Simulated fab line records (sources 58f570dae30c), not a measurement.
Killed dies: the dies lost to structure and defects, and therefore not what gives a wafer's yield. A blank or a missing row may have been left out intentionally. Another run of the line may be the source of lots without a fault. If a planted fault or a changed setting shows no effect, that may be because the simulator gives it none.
Which of the tools did it? -- flow berkeley cmos170 -- 14 lots with 42 wafers sampled at 6 steps, on a route of 331 steps

## WHAT THE GAUGES READ, wafer by wafer
UCB170_V2_CD_MEAS_12: target cd 700 nm.
lot,measured,on,cd nm (nm)
L206,day 9 10:58,cd sem-01,699.9 698.9 700.7
L207,day 9 11:13,cd sem-02,699.6 699.4 699.3
L208,day 9 11:54,cd sem-02,699.8 699.9 700.9
L211,day 9 12:14,cd sem-02,699.5 698.6 700.2
L213,day 10 06:49,cd sem-01,700.6 699.9 702.1
L212,day 10 07:05,cd sem-01,701.0 700.4 698.6
L214,day 10 07:11,cd sem-02,698.4 700.2 699.3
L215,day 10 07:23,cd sem-02,696.3 696.8 698.4
L217,day 10 17:19,cd sem-02,698.6 700.3 700.0
L218,day 11 10:34,cd sem-02,698.2 699.1 700.5
L224,day 12 16:01,cd sem-01,685.2 685.1 684.7
L225,day 12 15:25,cd sem-01,685.0 686.0 684.2
L228,day 12 23:45,cd sem-01,701.9 700.6 700.9
L229,day 13 08:03,cd sem-01,702.6 701.7 701.6

UCB170_V2_CD_MEAS_90: target cd 700 nm.
lot,measured,on,cd nm (nm)
L206,day 9 11:25,cd sem-01,699.3 699.4 700.0
L207,day 9 11:38,cd sem-02,700.4 699.6 699.1
L208,day 9 12:22,cd sem-02,700.1 700.5 698.9
L211,day 9 12:40,cd sem-02,699.7 698.1 700.2
L213,day 10 07:16,cd sem-01,700.7 700.1 702.3
L212,day 10 07:32,cd sem-02,700.9 699.5 698.1
L214,day 10 07:37,cd sem-01,698.5 699.9 699.9
L215,day 10 07:49,cd sem-02,696.2 696.8 698.7
L217,day 10 17:45,cd sem-01,699.5 699.3 700.1
L218,day 11 10:59,cd sem-01,697.7 698.6 699.8
L224,day 12 16:26,cd sem-02,684.7 685.0 685.0
L225,day 12 15:51,cd sem-02,684.8 686.0 683.6
L228,day 13 00:11,cd sem-02,701.2 701.1 700.0
L229,day 13 08:29,cd sem-01,701.6 701.2 701.6

UCB170_M3_THK_MEAS_03: measures by xrf.
lot,measured,on,M3_AL_THK (nm)
L206,day 9 11:47,film metro-04,917 930 924
L207,day 9 12:02,film metro-01,893 902 891
L208,day 9 12:45,film metro-04,941 934 924
L211,day 9 13:03,film metro-02,899 908 899
L213,day 10 07:38,film metro-01,916 917 924
L212,day 10 07:55,film metro-04,922 917 912
L214,day 10 08:01,film metro-02,914 921 921
L215,day 10 08:12,film metro-04,915 911 919
L217,day 10 18:07,film metro-01,920 924 932
L218,day 11 11:22,film metro-02,919 921 927
L224,day 12 16:48,film metro-01,924 923 927
L225,day 12 16:14,film metro-02,914 912 915
L228,day 13 00:34,film metro-02,907 903 900
L229,day 13 08:52,film metro-04,927 926 923

## WHAT TOOL EACH LOT RAN ON (gives the tool, then ch and the chambers of the sampled wafers, and finally the start)
lot,UCB170_M1_STRIP_13,UCB170_V2_PEB_10,UCB170_V2_ETCH_14
L206,"plasma asher-02 ch 0,1, day 8 18:31","litho track-04 ch 0, day 9 10:43","rie diel-03 ch 0,1, day 9 11:05"
L207,"plasma asher-02 ch 0,1, day 8 20:31","litho track-04 ch 0, day 9 10:56","rie diel-01 ch 1,2,3, day 9 11:22"
L208,"plasma asher-03 ch 0,1, day 8 20:50","litho track-01 ch 0, day 9 11:38","rie diel-03 ch 0,1, day 9 12:02"
L211,"plasma asher-01 ch 0,1, day 8 21:40","litho track-02 ch 0, day 9 11:57","rie diel-01 ch 0,3, day 9 12:23"
L213,"plasma asher-02 ch 0,1, day 9 19:23","litho track-02 ch 0, day 10 06:33","rie diel-03 ch 2,3, day 10 06:58"
L212,"plasma asher-02 ch 0,1, day 9 20:07","litho track-01 ch 0, day 10 06:49","rie diel-02 ch 0,2, day 10 07:14"
L214,"plasma asher-03 ch 0,1, day 9 20:55","litho track-02 ch 0, day 10 06:55","rie diel-01 ch 1,3, day 10 07:20"
L215,"plasma asher-01 ch 0,1, day 9 21:11","litho track-01 ch 0, day 10 07:06","rie diel-03 ch 0,2,3, day 10 07:32"
L217,"plasma asher-02 ch 0,1, day 10 07:24","litho track-04 ch 0, day 10 17:03","rie diel-03 ch 0,1, day 10 17:26"
L218,"plasma asher-02 ch 0,1, day 10 22:23","litho track-02 ch 0, day 11 10:17","rie diel-02 ch 0,2,3, day 11 10:41"
L224,"plasma asher-01 ch 0,1, day 12 03:59","litho track-04 ch 0, day 12 15:45","rie diel-02 ch 0,1,2, day 12 16:06"
L225,"plasma asher-02 ch 0,1, day 12 04:40","litho track-04 ch 0, day 12 15:08","rie diel-03 ch 1,2,3, day 12 15:34"
L228,"plasma asher-03 ch 0,1, day 12 13:09","litho track-01 ch 0, day 12 23:29","rie diel-01 ch 0,3, day 12 23:53"
L229,"plasma asher-03 ch 0,1, day 12 21:43","litho track-01 ch 0, day 13 07:44","rie diel-03 ch 0,1,3, day 13 08:11"
- UCB170_M1_STRIP_13: strips in O2.
- UCB170_V2_PEB_10
- UCB170_V2_ETCH_14: etches SiO2 in CHF3/CF4/Ar, stops on Al, target depth 1250 nm, time 291 s.

## AS READ BY THE TOOLS THEMSELVES (means over the sampled wafers that have a number; for cases with no such wafer, the mark the record gives instead)
UCB170_M1_STRIP_13.
lot,tool,drypump motor current A (A),oes product au (a.u.)
L206,plasma asher-02,5.7,0.724
L207,plasma asher-02,5.4,0.723
L208,plasma asher-03,5.5,0.719
L211,plasma asher-01,6.2,0.719
L213,plasma asher-02,5.4,0.722
L212,plasma asher-02,5.4,0.718
L214,plasma asher-03,5.2,0.716
L215,plasma asher-01,6.2,0.719
L217,plasma asher-02,5.7,0.720
L218,plasma asher-02,5.4,0.717
L224,plasma asher-01,5.9,0.717
L225,plasma asher-02,5.4,0.722
L228,plasma asher-03,5.5,0.721
L229,plasma asher-03,5.2,0.721

UCB170_V2_PEB_10.
lot,tool,heater power total W (W),resist line temp C (C)
L206,litho track-04,56.80,23.11
L207,litho track-04,56.79,23.05
L208,litho track-01,56.83,23.05
L211,litho track-02,56.80,23.16
L213,litho track-02,56.77,23.02
L212,litho track-01,56.77,23.12
L214,litho track-02,56.83,22.98
L215,litho track-01,56.81,23.02
L217,litho track-04,56.78,23.02
L218,litho track-02,56.79,22.98
L224,litho track-04,60.51,22.97
L225,litho track-04,60.50,22.88
L228,litho track-01,56.80,22.98
L229,litho track-01,56.84,23.12

UCB170_V2_ETCH_14.
lot,tool,drypump motor current A (A),oes product au (a.u.),throttle valve pct (%)
L206,rie diel-03,6.1,0.872,6.85
L207,rie diel-01,6.3,0.871,6.87
L208,rie diel-03,5.8,0.877,6.87
L211,rie diel-01,5.8,0.873,6.96
L213,rie diel-03,5.9,0.866,6.84
L212,rie diel-02,5.5,0.879,6.96
L214,rie diel-01,6.0,0.882,6.94
L215,rie diel-03,5.8,0.871,6.88
L217,rie diel-03,5.7,0.877,6.86
L218,rie diel-02,5.6,0.875,7.00
L224,rie diel-02,5.9,0.873,6.95
L225,rie diel-03,6.1,0.866,6.84
L228,rie diel-01,5.8,0.878,6.97
L229,rie diel-03,6.0,0.866,6.89

## THE ANSWER, worked out from the rows above alone
Rule: what is usual is taken from the lots themselves. Put in order of their means at a reading, lots are off if they are a third of the lots or fewer, leave a main group of 4 or more, and stand apart from it by a gap of 3 or more times the standard deviation of the main group's means; of several such gaps the widest counts. A main group is skipped when, at the precision printed for the reading in the tables above, its means are all equal. A lot without any number at a reading at which 4 lots or more have one is off too. Where the step has rows for the other lots, those lots are counted as sound. After the gauges, taken in route order, come the tools' own readings; for these a lot's mean is taken, as printed above. The first step at which some lot is off is used, and at that step the reading that is off furthest; a lot without a number counts as furthest.
Off: L224, L225, at UCB170_V2_CD_MEAS_12 (cd nm). Mean 699.9 nm and standard deviation 1.1 in the main group.
A tool fits if, at a process step before that reading, it ran every lot that is off, and no sound lot after the first of them. The gauges at UCB170_V2_CD_MEAS_12 aren't tried: what is off there is off at UCB170_V2_CD_MEAS_90 too, on other tools, and a gauge's error can't cause that. One candidate fits, namely litho track-04 at UCB170_V2_PEB_10. Its last sound lot is L217 (day 10 17:03), its first lot that is off L225 (day 12 15:08): a fault that began between those two fits.
The tool's own readings at UCB170_V2_PEB_10 bear it out: on the lots that are off they differ by more than 5 times the standard deviation of the sound lots' means. heater power total W reads 60.50 W there against 56.80 W on the sound lots.

## WHAT THE SIMULATOR HAD INSERTED
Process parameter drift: litho track-04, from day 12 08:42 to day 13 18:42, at UCB170_V2_PEB_10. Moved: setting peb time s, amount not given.
Lots struck among those shown: L225, L224. The rule above reached the same finding.
